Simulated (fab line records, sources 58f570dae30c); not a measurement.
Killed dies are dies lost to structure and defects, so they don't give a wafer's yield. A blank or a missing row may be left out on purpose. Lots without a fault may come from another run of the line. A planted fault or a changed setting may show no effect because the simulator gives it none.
One fault seen from 2 desks | flow berkeley_cmos170 | each desk has only its own numbers; what lay behind them comes last

THE TOOL OWNER'S DESK: implanter-03
The tool's own readings at UCB170_PSD_IMPLANT_08: means of the sampled wafers that have a number, for each lot that ran on this tool. A lot is out of limits, marked OUT, if its mean lies more than 4 standard deviations from the usual mean; the brackets give that distance.
Columns: A = dose_ions_cm2 at UCB170_PSD_IMPLANT_08, usual 2.999e+15; B = end_station_pressure_torr at UCB170_PSD_IMPLANT_08, usual 1.26e-05 Torr; C = faraday_current_uA at UCB170_PSD_IMPLANT_08, usual 9275
lot  | first seen here | A                           | B        | C
L422 | day 8 07:31     | 2.996e+15                   | 1.24e-05 | 9231
L423 | day 8 19:14     | 2.999e+15                   | 1.22e-05 | 9154
L427 | day 10 10:05    | 2.098e+15 (-99 or more) OUT | 1.03e-05 | 6521 (-15) OUT
L433 | day 11 00:23    | 2.100e+15 (-99 or more) OUT | 1.06e-05 | 6523 (-15) OUT
This desk's finding: out of limits on L427, L433; first on L427, day 10 10:05 (dose_ions_cm2 at UCB170_PSD_IMPLANT_08). In limits: L422, L423.

THE METROLOGY DESK
What the gauges read, lot by lot, whatever tool the lot ran on: means of the sampled wafers that have a number. A lot is out of limits, marked OUT, if its mean lies more than 4 standard deviations from the usual mean; the brackets give that distance.
Columns: A = PSD_TW at UCB170_PSD_TW_MEAS_10, usual 2315; B = NSD_OVL at UCB170_NSD_OVL_MEAS_07, usual 3 nm; C = PSD_RS at UCB170_SDANNEAL_RS_MEAS_02, usual 75.6 ohm/sq
lot  | first seen here | A              | B  | C
L419 | day 8 01:55     | 2321           | 7  | 75.5
L418 | day 8 02:29     | 2322           | -3 | 75.5
L422 | day 8 07:46     | 2293           | 2  | 75.7
L420 | day 8 08:26     | 2323           | 2  | 75.4
L423 | day 8 19:28     | 2340           | -0 | 75.5
L425 | day 8 19:35     | 2291           | 5  | 75.6
L424 | day 8 19:51     | 2312           | 4  | 75.4
L430 | day 10 04:25    | 2289           | 4  | 75.8
L427 | day 10 10:19    | 2042 (-13) OUT | 5  | 96.9 (+67) OUT
L438 | day 10 23:53    | 2283           | -5 | 75.4
L436 | day 11 00:23    | 2294           | -2 | 75.7
L433 | day 11 00:37    | 2071 (-12) OUT | 0  | 96.6 (+66) OUT
L435 | day 11 13:16    | 2330           | 2  | 75.6
L440 | day 11 20:25    | 2289           | 12 | 75.8
This desk's finding: out of limits on L427, L433; first on L427, day 10 10:19 (PSD_TW at UCB170_PSD_TW_MEAS_10). In limits: L419, L418, L422, L420, L423, L425, L424, L430, L438, L436, L435, L440.

PUT TOGETHER
The tool owner's desk could have raised an alarm at day 10 10:05, on L427, L433.
The metrology desk could have raised an alarm at day 10 10:19, on L427, L433.
Of the lots named, all ran UCB170_PSD_IMPLANT_08 on implanter-03.

WHAT THE SIMULATOR HAD PUT IN
Process parameter drift: implanter-03, from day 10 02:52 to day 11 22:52, at UCB170_PSD_IMPLANT_08. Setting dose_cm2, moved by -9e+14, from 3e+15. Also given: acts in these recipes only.
Lots struck among those shown: L427, L433.
Hours from the fault's start to each desk's first reading out of limits: the tool owner's desk, 7; the metrology desk, 7.
